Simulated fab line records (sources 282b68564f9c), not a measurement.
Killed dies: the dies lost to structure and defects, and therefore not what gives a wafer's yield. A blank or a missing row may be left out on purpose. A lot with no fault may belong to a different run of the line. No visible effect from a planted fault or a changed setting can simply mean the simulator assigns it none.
fab line records -- flow rit-cmos
[record] lots = 13, wafers = 39, last-day = 7
route steps=202 shown GATE@92 NLDD@106 PLDD@124 NSD@141 M1@202
lots that met no fault: taken from a fault-free run of the same line
start-h: hours from the record's opening day to when the first of the lot's shown wafers began -- wait-h: hours elapsed since this lot's preceding step -- " identical to the entry in the row above -- L1.1+2: one row covering several wafers at once -- - value missing, or start not given -- * or withheld: withheld -- < > ~ a bound
route shown NAME@n: names a module that has steps shown in the file, with the first one's number in the route -- usual: average and standard deviation across the fault-free wafers -- same: alike in all rows -- chamber/n: place in a boat -- sites: readings site by site -- _std_site: their standard deviation -- _edge_site: inner sites' mean taken away from outer sites' mean -- radius-mm: for every site, how far away it sits from the centre of the wafer -- mask NAME#n: copy n -- behind: the tool/chamber that last shaped the wafer -- hold: cause of the lot's hold/its duration in hours/its outcome -- device: names the non-switching transistor (n, p or np) -- end of line: the route-end tests of the same wafers -- step lacking rows: just its recipe -- killed: at the first sort, the dies lost to defects and structure; wafer yield is something else -- map: per-die view of a wafer (x killed, . not killed, _ where there is no die)
set.NAME: the setting that was run; set.NAME@STEP: the one run at that earlier step -- model.NAME: the simulator's own value behind a step, which no gauge read
a sample of lots followed through the steps of the route, with each step as a table and each wafer as a row
services: from which hour (start-h, from the record's first day; less than 0 if before it) a tool's chamber was out of use, for how many hours, and why
[[steps]]
[step RIT_GATE_CD_MEAS_16]
[recipe] target-cd-nm = 150
[usual] cd-nm = 150.8/2.3
lot.wafer,tool,chamber,start-h,wait-h,cd-nm
L454.2,cd-sem-01,-,38.75,-,144.9
L454.4,cd-sem-01,-,38.75,-,145.4
L454.6,cd-sem-01,-,38.75,-,143.9
L455.3,cd-sem-01,-,42.77,-,150.5
L455.4,cd-sem-01,-,42.77,-,150.9
L455.5,cd-sem-01,-,42.77,-,148.7
L458.1,cd-sem-01,-,58.82,-,152.6
L458.3,cd-sem-01,-,58.82,-,154.7
L458.5,cd-sem-01,-,58.82,-,152.1
L459.2,cd-sem-01,-,65.30,-,146.9
L459.3,cd-sem-01,-,65.30,-,147.8
L459.4,cd-sem-01,-,65.30,-,148.8
L460.2,cd-sem-01,-,68.74,-,150.4
L460.3,cd-sem-01,-,68.74,-,152.1
L460.4,cd-sem-01,-,68.74,-,152.0
L461.3,cd-sem-01,-,72.73,-,150.0
L461.5,cd-sem-01,-,72.73,-,150.7
L461.6,cd-sem-01,-,72.73,-,149.4
L464.4,cd-sem-01,-,87.86,-,151.9
L464.5,cd-sem-01,-,87.86,-,152.8
L464.6,cd-sem-01,-,87.86,-,155.2
L466.1,cd-sem-01,-,97.75,-,155.0
L466.2,cd-sem-01,-,97.75,-,154.5
L466.6,cd-sem-01,-,97.75,-,155.8
L467.2,cd-sem-01,-,108.11,-,148.3
L467.3,cd-sem-01,-,108.11,-,148.6
L467.5,cd-sem-01,-,108.11,-,146.8
L468.2,cd-sem-01,-,109.25,-,154.2
L468.3,cd-sem-01,-,109.25,-,153.0
L468.5,cd-sem-01,-,109.25,-,153.2
L470.1,cd-sem-01,-,118.29,-,151.1
L470.2,cd-sem-01,-,118.29,-,148.5
L470.4,cd-sem-01,-,118.29,-,149.3
L471.1,cd-sem-02,-,128.13,-,151.3
L471.3,cd-sem-02,-,128.13,-,151.1
L471.4,cd-sem-02,-,128.13,-,152.6
L477.1,cd-sem-01,-,157.45,-,148.2
L477.5,cd-sem-01,-,157.45,-,148.6
L477.6,cd-sem-01,-,157.45,-,148.5
[step RIT_GATE_CD_MEAS_90]
[recipe] target-cd-nm = 150
[usual] cd-nm = 150.9/2.3
lot.wafer,tool,chamber,start-h,wait-h,cd-nm
L454.2,cd-sem-01,-,39.34,0.1,145.2
L454.4,cd-sem-01,-,39.34,0.1,145.7
L454.6,cd-sem-01,-,39.34,0.1,143.9
L455.3,cd-sem-01,-,43.36,0.1,149.8
L455.4,cd-sem-01,-,43.36,0.1,150.8
L455.5,cd-sem-01,-,43.36,0.1,148.7
L458.1,cd-sem-01,-,59.41,0.1,153.1
L458.3,cd-sem-01,-,59.41,0.1,154.8
L458.5,cd-sem-01,-,59.41,0.1,151.9
L459.2,cd-sem-01,-,65.89,0.1,146.9
L459.3,cd-sem-01,-,65.89,0.1,147.2
L459.4,cd-sem-01,-,65.89,0.1,148.8
L460.2,cd-sem-01,-,69.56,0.1,150.7
L460.3,cd-sem-01,-,69.56,0.1,152.1
L460.4,cd-sem-01,-,69.56,0.1,152.0
L461.3,cd-sem-01,-,73.32,0.1,149.6
L461.5,cd-sem-01,-,73.32,0.1,150.7
L461.6,cd-sem-01,-,73.32,0.1,149.5
L464.4,cd-sem-01,-,88.45,0.1,151.6
L464.5,cd-sem-01,-,88.45,0.1,152.6
L464.6,cd-sem-01,-,88.45,0.1,155.2
L466.1,cd-sem-01,-,98.34,0.1,155.0
L466.2,cd-sem-01,-,98.34,0.1,154.5
L466.6,cd-sem-01,-,98.34,0.1,156.0
L467.2,cd-sem-01,-,108.70,0.1,149.1
L467.3,cd-sem-01,-,108.70,0.1,149.2
L467.5,cd-sem-01,-,108.70,0.1,146.9
L468.2,cd-sem-01,-,109.84,0.1,154.3
L468.3,cd-sem-01,-,109.84,0.1,152.7
L468.5,cd-sem-01,-,109.84,0.1,153.1
L470.1,cd-sem-01,-,118.88,0.1,151.0
L470.2,cd-sem-01,-,118.88,0.1,148.8
L470.4,cd-sem-01,-,118.88,0.1,149.2
L471.1,cd-sem-02,-,128.72,0.1,151.9
L471.3,cd-sem-02,-,128.72,0.1,151.3
L471.4,cd-sem-02,-,128.72,0.1,152.7
L477.1,cd-sem-02,-,158.12,0.1,148.7
L477.5,cd-sem-02,-,158.12,0.1,148.9
L477.6,cd-sem-02,-,158.12,0.1,148.4
[step RIT_NLDD_EXPOSE_03]
[recipe] mask-id = M7, na = 0.57, target-cd-nm = 40700, dose-mj = 250
[usual] exposure-dose-mJ-cm2 = 250.01/0.24
lot.wafer,tool,chamber,start-h,wait-h,mask,exposure-dose-mJ-cm2
L454.2,iline-stepper-01,0,43.23,0.2,M7#0,249.47
L454.4,iline-stepper-01,0,43.23,0.2,M7#0,250.19
L454.6,iline-stepper-01,0,43.23,0.2,M7#0,249.73
L455.3,iline-stepper-02,0,47.11,0.2,M7#0,250.24
L455.4,iline-stepper-02,0,47.11,0.2,M7#0,249.99
L455.5,iline-stepper-02,0,47.11,0.2,M7#0,250.35
L458.1,iline-stepper-02,0,63.40,0.2,M7#0,249.97
L458.3,iline-stepper-02,0,63.40,0.2,M7#0,249.81
L458.5,iline-stepper-02,0,63.40,0.2,M7#0,250.13
L459.2,iline-stepper-01,0,70.71,0.3,M7#0,249.79
L459.3,iline-stepper-01,0,70.71,0.3,M7#0,249.70
L459.4,iline-stepper-01,0,70.71,0.3,M7#0,249.68
L460.2,iline-stepper-02,0,73.24,0.2,M7#0,249.89
L460.3,iline-stepper-02,0,73.24,0.2,M7#0,249.95
L460.4,iline-stepper-02,0,73.24,0.2,M7#0,249.60
L461.3,iline-stepper-02,0,77.93,0.1,M7#0,250.27
L461.5,iline-stepper-02,0,77.93,0.1,M7#0,249.98
L461.6,iline-stepper-02,0,77.93,0.1,M7#0,250.00
L464.4,iline-stepper-02,0,92.14,0.2,M7#0,249.83
L464.5,iline-stepper-02,0,92.14,0.2,M7#0,249.54
L464.6,iline-stepper-02,0,92.14,0.2,M7#0,250.15
L466.1,iline-stepper-02,0,104.07,0.2,M7#0,249.84
L466.2,iline-stepper-02,0,104.07,0.2,M7#0,249.98
L466.6,iline-stepper-02,0,104.07,0.2,M7#0,249.70
L467.2,iline-stepper-02,0,112.28,0.1,M7#0,249.69
L467.3,iline-stepper-02,0,112.28,0.1,M7#0,249.84
L467.5,iline-stepper-02,0,112.28,0.1,M7#0,250.04
L468.2,iline-stepper-02,0,114.86,0.1,M7#0,249.72
L468.3,iline-stepper-02,0,114.86,0.1,M7#0,249.94
L468.5,iline-stepper-02,0,114.86,0.1,M7#0,249.89
L470.1,iline-stepper-01,0,122.56,0.2,M7#0,250.25
L470.2,iline-stepper-01,0,122.56,0.2,M7#0,249.69
L470.4,iline-stepper-01,0,122.56,0.2,M7#0,250.19
L471.1,iline-stepper-02,0,132.82,0.2,M8#0,250.39
L471.3,iline-stepper-02,0,132.82,0.2,M8#0,249.95
L471.4,iline-stepper-02,0,132.82,0.2,M8#0,249.87
L477.1,iline-stepper-02,0,162.16,0.1,M7#0,249.85
L477.5,iline-stepper-02,0,162.16,0.1,M7#0,250.00
L477.6,iline-stepper-02,0,162.16,0.1,M7#0,249.89
[step RIT_NLDD_OVL_MEAS_06]
[usual] NLDD_OVL = -0.1/1.5
lot.wafer,tool,chamber,start-h,wait-h,NLDD_OVL[nm]
L454.2,overlay-01,-,43.61,-,-0.5
L454.4,overlay-01,-,43.61,-,-0.1
L454.6,overlay-01,-,43.61,-,-0.8
L455.3,overlay-02,-,47.48,-,-0.2
L455.4,overlay-02,-,47.48,-,0.9
L455.5,overlay-02,-,47.48,-,-0.9
L458.1,overlay-01,-,63.80,-,1.1
L458.3,overlay-01,-,63.80,-,-1.1
L458.5,overlay-01,-,63.80,-,-0.3
L459.2,overlay-01,-,71.16,-,2.3
L459.3,overlay-01,-,71.16,-,3.3
L459.4,overlay-01,-,71.16,-,4.4
L460.2,overlay-01,-,73.62,-,-1.3
L460.3,overlay-01,-,73.62,-,-1.5
L460.4,overlay-01,-,73.62,-,-2.5
L461.3,overlay-01,-,78.30,-,-0.4
L461.5,overlay-01,-,78.30,-,-0.6
L461.6,overlay-01,-,78.30,-,0.0
L464.4,overlay-01,-,92.50,-,0.5
L464.5,overlay-01,-,92.50,-,2.1
L464.6,overlay-01,-,92.50,-,0.6
L466.1,overlay-02,-,104.47,-,1.2
L466.2,overlay-02,-,104.47,-,-0.6
L466.6,overlay-02,-,104.47,-,0.8
L467.2,overlay-01,-,112.67,-,-1.2
L467.3,overlay-01,-,112.67,-,-1.7
L467.5,overlay-01,-,112.67,-,-2.0
L468.2,overlay-02,-,115.25,-,0.4
L468.3,overlay-02,-,115.25,-,0.6
L468.5,overlay-02,-,115.25,-,1.3
L470.1,overlay-01,-,122.97,-,1.5
L470.2,overlay-01,-,122.97,-,1.4
L470.4,overlay-01,-,122.97,-,1.2
L471.1,overlay-01,-,133.22,-,-
L471.3,overlay-01,-,133.22,-,-
L471.4,overlay-01,-,133.22,-,-
L477.1,overlay-02,-,162.56,-,-1.2
L477.5,overlay-02,-,162.56,-,-0.4
L477.6,overlay-02,-,162.56,-,-1.4
[step RIT_NLDD_TW_MEAS_10]
[usual] NLDD_TW = 2489/19
lot.wafer,tool,chamber,start-h,wait-h,NLDD_TW
L454.2,film-metro-01,-,44.13,0.1,2487
L454.4,film-metro-01,-,44.13,0.1,2490
L454.6,film-metro-01,-,44.13,0.1,2491
L455.3,film-metro-01,-,48.15,0.1,2510
L455.4,film-metro-01,-,48.15,0.1,2501
L455.5,film-metro-01,-,48.15,0.1,2518
L458.1,film-metro-03,-,64.31,0.1,2476
L458.3,film-metro-03,-,64.31,0.1,2458
L458.5,film-metro-03,-,64.31,0.1,2460
L459.2,film-metro-02,-,71.68,0.1,2496
L459.3,film-metro-02,-,71.68,0.1,2485
L459.4,film-metro-02,-,71.68,0.1,2479
L460.2,film-metro-01,-,74.14,0.1,2504
L460.3,film-metro-01,-,74.14,0.1,2515
L460.4,film-metro-01,-,74.14,0.1,2491
L461.3,film-metro-03,-,78.82,0.1,2464
L461.5,film-metro-03,-,78.82,0.1,2460
L461.6,film-metro-03,-,78.82,0.1,2461
L464.4,film-metro-01,-,93.02,0.1,2505
L464.5,film-metro-01,-,93.02,0.1,2498
L464.6,film-metro-01,-,93.02,0.1,2500
L466.1,film-metro-02,-,104.98,0.1,2495
L466.2,film-metro-02,-,104.98,0.1,2514
L466.6,film-metro-02,-,104.98,0.1,2501
L467.2,film-metro-02,-,113.18,0.1,2491
L467.3,film-metro-02,-,113.18,0.1,2490
L467.5,film-metro-02,-,113.18,0.1,2500
L468.2,film-metro-02,-,115.76,0.1,2492
L468.3,film-metro-02,-,115.76,0.1,2511
L468.5,film-metro-02,-,115.76,0.1,2494
L470.1,film-metro-01,-,123.48,0.1,2497
L470.2,film-metro-01,-,123.48,0.1,2501
L470.4,film-metro-01,-,123.48,0.1,2497
L471.1,film-metro-02,-,133.73,0.1,30
L471.3,film-metro-02,-,133.73,0.1,30
L471.4,film-metro-02,-,133.73,0.1,30
L477.1,film-metro-01,-,163.07,0.1,2509
L477.5,film-metro-01,-,163.07,0.1,2510
L477.6,film-metro-01,-,163.07,0.1,2508
[step RIT_PLDD_TW_MEAS_10]
[usual] PLDD_TW = 2346/19
lot.wafer,tool,chamber,start-h,wait-h,PLDD_TW
L454.2,film-metro-03,-,45.67,0.1,2318
L454.4,film-metro-03,-,45.67,0.1,2321
L454.6,film-metro-03,-,45.67,0.1,2311
L455.3,film-metro-02,-,50.01,0.1,2342
L455.4,film-metro-02,-,50.01,0.1,2351
L455.5,film-metro-02,-,50.01,0.1,2340
L458.1,film-metro-01,-,65.90,0.1,2357
L458.3,film-metro-01,-,65.90,0.1,2361
L458.5,film-metro-01,-,65.90,0.1,2354
L459.2,film-metro-01,-,73.10,0.1,2366
L459.3,film-metro-01,-,73.10,0.1,2352
L459.4,film-metro-01,-,73.10,0.1,2361
L460.2,film-metro-02,-,75.56,0.1,2371
L460.3,film-metro-02,-,75.56,0.1,2365
L460.4,film-metro-02,-,75.56,0.1,2355
L461.3,film-metro-02,-,80.24,0.1,2364
L461.5,film-metro-02,-,80.24,0.1,2357
L461.6,film-metro-02,-,80.24,0.1,2366
L464.4,film-metro-01,-,94.44,0.1,2358
L464.5,film-metro-01,-,94.44,0.1,2348
L464.6,film-metro-01,-,94.44,0.1,2349
L466.1,film-metro-01,-,106.40,0.1,2348
L466.2,film-metro-01,-,106.40,0.1,2346
L466.6,film-metro-01,-,106.40,0.1,2359
L467.2,film-metro-03,-,114.67,0.1,2335
L467.3,film-metro-03,-,114.67,0.1,2311
L467.5,film-metro-03,-,114.67,0.1,2319
L468.2,film-metro-02,-,117.31,0.1,2354
L468.3,film-metro-02,-,117.31,0.1,2338
L468.5,film-metro-02,-,117.31,0.1,2359
L470.1,film-metro-01,-,124.90,0.1,2362
L470.2,film-metro-01,-,124.90,0.1,2351
L470.4,film-metro-01,-,124.90,0.1,2359
L471.1,film-metro-03,-,135.16,0.1,2830
L471.3,film-metro-03,-,135.16,0.1,2830
L471.4,film-metro-03,-,135.16,0.1,2845
L477.1,film-metro-02,-,164.63,0.1,2352
L477.5,film-metro-02,-,164.63,0.1,2362
L477.6,film-metro-02,-,164.63,0.1,2360
[step RIT_NSD_TW_MEAS_10]
[usual] NSD_TW = 3114/28
lot.wafer,tool,chamber,start-h,wait-h,NSD_TW
L454.2,film-metro-03,-,49.70,0.1,3085
L454.4,film-metro-03,-,49.70,0.1,3076
L454.6,film-metro-03,-,49.70,0.1,3078
L455.3,film-metro-01,-,54.07,0.1,3136
L455.4,film-metro-01,-,54.07,0.1,3159
L455.5,film-metro-01,-,54.07,0.1,3163
L458.1,film-metro-03,-,69.94,0.1,3091
L458.3,film-metro-03,-,69.94,0.1,3084
L458.5,film-metro-03,-,69.94,0.1,3094
L459.2,film-metro-01,-,77.01,0.1,3121
L459.3,film-metro-01,-,77.01,0.1,3138
L459.4,film-metro-01,-,77.01,0.1,3133
L460.2,film-metro-03,-,79.60,0.1,3084
L460.3,film-metro-03,-,79.60,0.1,3098
L460.4,film-metro-03,-,79.60,0.1,3085
L461.3,film-metro-03,-,84.28,0.1,3088
L461.5,film-metro-03,-,84.28,0.1,3084
L461.6,film-metro-03,-,84.28,0.1,3088
L464.4,film-metro-02,-,98.37,0.1,3152
L464.5,film-metro-02,-,98.37,0.1,3139
L464.6,film-metro-02,-,98.37,0.1,3135
L466.1,film-metro-03,-,110.67,0.1,3101
L466.2,film-metro-03,-,110.67,0.1,3078
L466.6,film-metro-03,-,110.67,0.1,3075
L467.2,film-metro-02,-,118.59,0.1,3117
L467.3,film-metro-02,-,118.59,0.1,3135
L467.5,film-metro-02,-,118.59,0.1,3143
L468.2,film-metro-01,-,121.42,0.1,3126
L468.3,film-metro-01,-,121.42,0.1,3138
L468.5,film-metro-01,-,121.42,0.1,3139
L470.1,film-metro-01,-,128.88,0.1,3138
L470.2,film-metro-01,-,128.88,0.1,3142
L470.4,film-metro-01,-,128.88,0.1,3134
L471.1,film-metro-02,-,139.07,0.1,3139
L471.3,film-metro-02,-,139.07,0.1,3139
L471.4,film-metro-02,-,139.07,0.1,3121
L477.1,film-metro-03,-,168.54,0.1,3076
L477.5,film-metro-03,-,168.54,0.1,3088
L477.6,film-metro-03,-,168.54,0.1,3068
[step RIT_M1_PROBE_99]
[usual] defect-limited-yield = 97.5/1.2, killed-at-front-end = 6/3.2, killed-dies = 7/3.2, killed-open = 3.4/1.8, killed-short = 3.2/2.3, sort_bin_3_pad_short = 0.1/0.23, sort_bin_5_function = 1.4/0.81, sort_bin_6_memory = 0.9/0.7, sort-n-pass = 257/3.2, sort-yield-pct = 97.5/1.2
[same] gross-dies = 264, killed_at_M0_to_M3 = 0, killed_at_M4_up = 0, killed-at-back-side = 0, killed-at-contacts = 0, killed-at-other = 0
lot.wafer,tool,chamber,start-h,wait-h,defect-limited-yield[%],killed-at-front-end,killed-dies,killed-open,killed-short,sort_bin_3_pad_short[%],sort_bin_5_function[%],sort_bin_6_memory[%],sort-n-pass,sort-yield-pct[%]
L454.2,prober-01,-,59.08,0.1,98.5,4,4,3,1,0,1.5,0,260,98.5
L454.4,prober-01,-,59.18,0.2,99.2,2,2,1,1,0,0.8,0,262,99.2
L454.6,prober-01,-,59.28,0.2,97.7,6,6,3,3,0.4,1.5,0.4,258,97.7
L455.3,prober-02,-,63.75,0.2,93.9,16,16,6,10,0.4,3.0,2.7,248,93.9
L455.4,prober-02,-,63.80,0.2,95.8,11,11,8,3,0.4,2.7,1.1,253,95.8
L455.5,prober-02,-,63.85,0.2,98.1,5,5,3,2,0,1.5,0.4,259,98.1
L458.1,prober-01,-,79.11,0.1,95.1,13,13,4,9,0,3.4,1.5,251,95.1
L458.3,prober-01,-,79.21,0.2,97.3,7,7,3,4,0,1.5,1.1,257,97.3
L458.5,prober-01,-,79.31,0.2,97.7,6,6,4,2,0,1.5,0.8,258,97.7
L459.2,prober-02,-,86.61,0.1,95.8,11,11,3,8,0.8,2.3,1.1,253,95.8
L459.3,prober-02,-,86.66,0.2,96.2,10,10,8,2,0,1.9,1.9,254,96.2
L459.4,prober-02,-,86.71,0.2,98.1,5,5,5,0,0,0.8,1.1,259,98.1
L460.2,prober-01,-,92.15,0.1,98.5,4,4,2,2,0,0.4,1.1,260,98.5
L460.3,prober-01,-,92.20,0.2,98.1,5,5,1,4,0,0.4,1.5,259,98.1
L460.4,prober-01,-,92.25,0.2,98.9,3,3,1,2,0,0.8,0.4,261,98.9
L461.3,prober-02,-,94.05,0.2,97.3,7,7,4,3,0,2.3,0.4,257,97.3
L461.5,prober-02,-,94.15,0.2,98.1,5,5,3,2,0,1.9,0,259,98.1
L461.6,prober-02,-,94.20,0.2,98.1,5,5,3,2,0.4,1.1,0.4,259,98.1
L464.4,prober-01,-,108.12,0.2,97.3,7,7,5,2,0,1.5,1.1,257,97.3
L464.5,prober-01,-,108.17,0.2,95.8,11,11,6,5,0,1.9,2.3,253,95.8
L464.6,prober-01,-,108.22,0.2,97.7,6,6,1,5,0.4,1.5,0.4,258,97.7
L466.1,prober-01,-,120.26,0.1,96.6,9,9,3,6,0.8,0.8,1.9,255,96.6
L466.2,prober-01,-,120.31,0.1,97.3,7,7,5,2,0,2.3,0.4,257,97.3
L466.6,prober-01,-,120.51,0.2,98.5,4,4,4,0,0,1.1,0.4,260,98.5
L467.2,prober-02,-,128.08,0.1,97.7,6,6,6,0,0,1.9,0.4,258,97.7
L467.3,prober-02,-,128.13,0.2,98.1,5,5,3,2,0,0.8,1.1,259,98.1
L467.5,prober-02,-,128.23,0.2,99.2,2,2,2,0,0,0.4,0.4,262,99.2
L468.2,prober-01,-,131.00,0.1,99.2,2,2,1,1,0,0.4,0.4,262,99.2
L468.3,prober-01,-,131.05,0.2,98.1,5,5,2,3,0,1.1,0.8,259,98.1
L468.5,prober-01,-,131.15,0.2,95.8,11,11,4,7,0,3.4,0.8,253,95.8
L470.1,prober-01,-,138.23,0.1,98.1,5,5,1,4,0,1.1,0.8,259,98.1
L470.2,prober-01,-,138.28,0.1,95.8,11,11,4,7,0.8,2.3,1.1,253,95.8
L470.4,prober-01,-,138.38,0.2,96.2,10,10,4,6,0,1.9,1.9,254,96.2
L477.1,prober-02,-,178.90,0.1,97.7,6,6,2,4,0,1.5,0.8,258,97.7
L477.5,prober-02,-,179.10,0.2,98.1,5,5,4,1,0.4,1.5,0,259,98.1
L477.6,prober-02,-,179.15,0.2,97.3,7,7,2,5,0,1.1,1.5,257,97.3
// killed by level:class
L454.2 GATE:geometric-particle:open=2 GATE:geometric-particle:short=1 REOX:geometric-particle:open=1
L454.4 FOX2:geometric-particle:open=1 GATE:geometric-particle:short=1
L454.6 GATE:geometric-particle:open=1 GATE:geometric-particle:short=1 REOX:geometric-particle:open=1 SPACER:geometric-particle:short=1 SILICIDE:geometric-particle:short=1 SILICIDE:geometric-particle:open=1
L455.3 SILICIDE:geometric-particle:short=5 SILICIDE:geometric-particle:open=3 FOX1:geometric-particle:short=2 REOX:geometric-particle:short=2 FOX1:geometric-particle:open=1 FOX2:geometric-particle:short=1 GATE:geometric-particle:open=1 REOX:geometric-particle:open=1
L455.4 GATE:geometric-particle:open=4 REOX:geometric-particle:open=2 FOX1:geometric-particle:short=1 REOX:geometric-particle:short=1 SPACER:geometric-particle:open=1 SILICIDE:geometric-particle:short=1 SILICIDE:geometric-particle:open=1
L455.5 FOX1:geometric-particle:open=1 FOX1:geometric-particle:short=1 GATE:geometric-particle:short=1 REOX:geometric-particle:open=1 SPACER:geometric-particle:open=1
L458.1 GATE:geometric-particle:short=5 GATE:geometric-particle:open=3 FOX1:geometric-particle:short=2 SILICIDE:geometric-particle:short=2 FOX1:geometric-particle:open=1
L458.3 GATE:geometric-particle:open=2 SPACER:geometric-particle:short=2 FOX1:geometric-particle:open=1 FOX1:geometric-particle:short=1 GATE:geometric-particle:short=1
L458.5 GATE:geometric-particle:short=2 SILICIDE:geometric-particle:open=2 GATE:geometric-particle:open=1 REOX:geometric-particle:open=1
L459.2 GATE:geometric-particle:short=3 SILICIDE:geometric-particle:short=3 SILICIDE:geometric-particle:open=2 FOX2:geometric-particle:short=1 REOX:geometric-particle:open=1 REOX:geometric-particle:short=1
L459.3 SILICIDE:geometric-particle:open=4 GATE:geometric-particle:open=2 FOX1:geometric-particle:open=1 FOX2:geometric-particle:short=1 REOX:geometric-particle:short=1 SPACER:geometric-particle:open=1
L459.4 GATE:geometric-particle:open=2 FOX1:geometric-particle:open=1 FOX2:geometric-particle:open=1 SILICIDE:geometric-particle:open=1
L460.2 GATE:geometric-particle:open=2 FOX1:geometric-particle:short=1 SILICIDE:geometric-particle:short=1
L460.3 GATE:geometric-particle:short=3 GATE:geometric-particle:open=1 REOX:geometric-particle:short=1
L460.4 SILICIDE:geometric-particle:short=2 SILICIDE:geometric-particle:open=1
L461.3 GATE:geometric-particle:open=2 FOX1:geometric-particle:open=1 FOX1:geometric-particle:short=1 SPACER:geometric-particle:open=1 GATE:geometric-particle:short=1 SPACER:geometric-particle:short=1
L461.5 GATE:geometric-particle:short=2 GATE:geometric-particle:open=1 REOX:geometric-particle:open=1 SILICIDE:geometric-particle:open=1
L461.6 FOX1:geometric-particle:open=1 FOX1:geometric-particle:short=1 GATE:geometric-particle:short=1 GATE:geometric-particle:open=1 SILICIDE:geometric-particle:open=1
L464.4 FOX1:geometric-particle:open=2 GATE:geometric-particle:open=1 GATE:geometric-particle:short=1 SPACER:geometric-particle:open=1 SILICIDE:geometric-particle:open=1 SILICIDE:geometric-particle:short=1
L464.5 SILICIDE:geometric-particle:open=3 SPACER:geometric-particle:short=2 FOX1:geometric-particle:open=1 FOX2:geometric-particle:short=1 GATE:geometric-particle:short=1 GATE:geometric-particle:open=1 REOX:geometric-particle:open=1 SILICIDE:geometric-particle:short=1
L464.6 GATE:geometric-particle:short=2 SPACER:geometric-particle:short=2 GATE:geometric-particle:open=1 REOX:geometric-particle:short=1
L466.1 FOX1:geometric-particle:short=2 FOX2:geometric-particle:open=2 GATE:geometric-particle:short=2 FOX1:geometric-particle:open=1 FOX2:geometric-particle:short=1 REOX:geometric-particle:short=1
L466.2 FOX1:geometric-particle:open=2 FOX2:geometric-particle:open=1 GATE:geometric-particle:open=1 GATE:geometric-particle:short=1 REOX:geometric-particle:short=1 SPACER:geometric-particle:open=1
L466.6 GATE:geometric-particle:open=2 REOX:geometric-particle:open=1 SILICIDE:geometric-particle:open=1
L467.2 FOX1:geometric-particle:open=3 GATE:geometric-particle:open=1 SPACER:geometric-particle:open=1 SILICIDE:geometric-particle:open=1
L467.3 FOX1:geometric-particle:short=1 GATE:geometric-particle:short=1 GATE:geometric-particle:open=1 REOX:geometric-particle:open=1 SPACER:geometric-particle:open=1
L467.5 SPACER:geometric-particle:open=1 SILICIDE:geometric-particle:open=1
L468.2 REOX:geometric-particle:short=1 REOX:geometric-particle:open=1
L468.3 GATE:geometric-particle:short=2 FOX2:geometric-particle:short=1 GATE:geometric-particle:open=1 SILICIDE:geometric-particle:open=1
L468.5 REOX:geometric-particle:short=3 FOX1:geometric-particle:short=1 FOX2:geometric-particle:short=1 FOX2:geometric-particle:open=1 GATE:geometric-particle:open=1 GATE:geometric-particle:short=1 REOX:geometric-particle:open=1 SPACER:geometric-particle:short=1
L470.1 GATE:geometric-particle:short=2 FOX1:geometric-particle:open=1 REOX:geometric-particle:short=1 SILICIDE:geometric-particle:short=1
L470.2 GATE:geometric-particle:open=3 SILICIDE:geometric-particle:short=2 ACTIVE:geometric-particle:short=1 FOX1:geometric-particle:short=1 FOX2:geometric-particle:short=1 FOX2:geometric-particle:open=1 GATE:geometric-particle:short=1 REOX:geometric-particle:short=1
L470.4 FOX1:geometric-particle:short=2 GATE:geometric-particle:short=2 FOX2:geometric-particle:open=1 GATE:geometric-particle:open=1 REOX:geometric-particle:open=1 REOX:geometric-particle:short=1 SILICIDE:geometric-particle:open=1 SILICIDE:geometric-particle:short=1
L477.1 SPACER:geometric-particle:short=2 GATE:geometric-particle:open=1 GATE:geometric-particle:short=1 REOX:geometric-particle:short=1 REOX:geometric-particle:open=1
L477.5 GATE:geometric-particle:open=2 FOX1:geometric-particle:open=1 FOX2:geometric-particle:open=1 GATE:geometric-particle:short=1
L477.6 GATE:geometric-particle:short=3 SPACER:geometric-particle:short=2 GATE:geometric-particle:open=1 SILICIDE:geometric-particle:open=1
[[services]]
tool,chamber,start-h,hours,kind
iline-stepper-02,-,110.15,1.7,pm
iline-stepper-01,-,113.32,1.7,pm
iline-stepper-02,-,119.40,11.1,repair
[[key]]
[first-sign] step = RIT_NLDD_EXPOSE_03, reading = mask, direction = changed
[effect] step = RIT_NLDD_OVL_MEAS_06, reading = NLDD_OVL, direction = missing
[effect] step = RIT_NLDD_TW_MEAS_10, reading = NLDD_TW, direction = down, sigmas = 99+, usual = 2489, struck = 30
[effect] step = RIT_PLDD_TW_MEAS_10, reading = PLDD_TW, direction = up, sigmas = 26, usual = 2346, struck = 2835
met-at RIT_NLDD_EXPOSE_03
struck-lots L471
rows-end L471.1,L471.3,L471.4
not-acting-at RIT_GATE_CD_MEAS_16,RIT_GATE_CD_MEAS_90,RIT_NSD_TW_MEAS_10
onset-between 114.86 132.82
[fault] kind = wrong-mask, tool = any, chamber = -, onset-h = 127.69, steps = RIT_NLDD_EXPOSE_03, aux-copy = M8#0, scope = struck-lots-only
// rows-end: these wafers met a further fault down the route, and their rows from its step on are left out
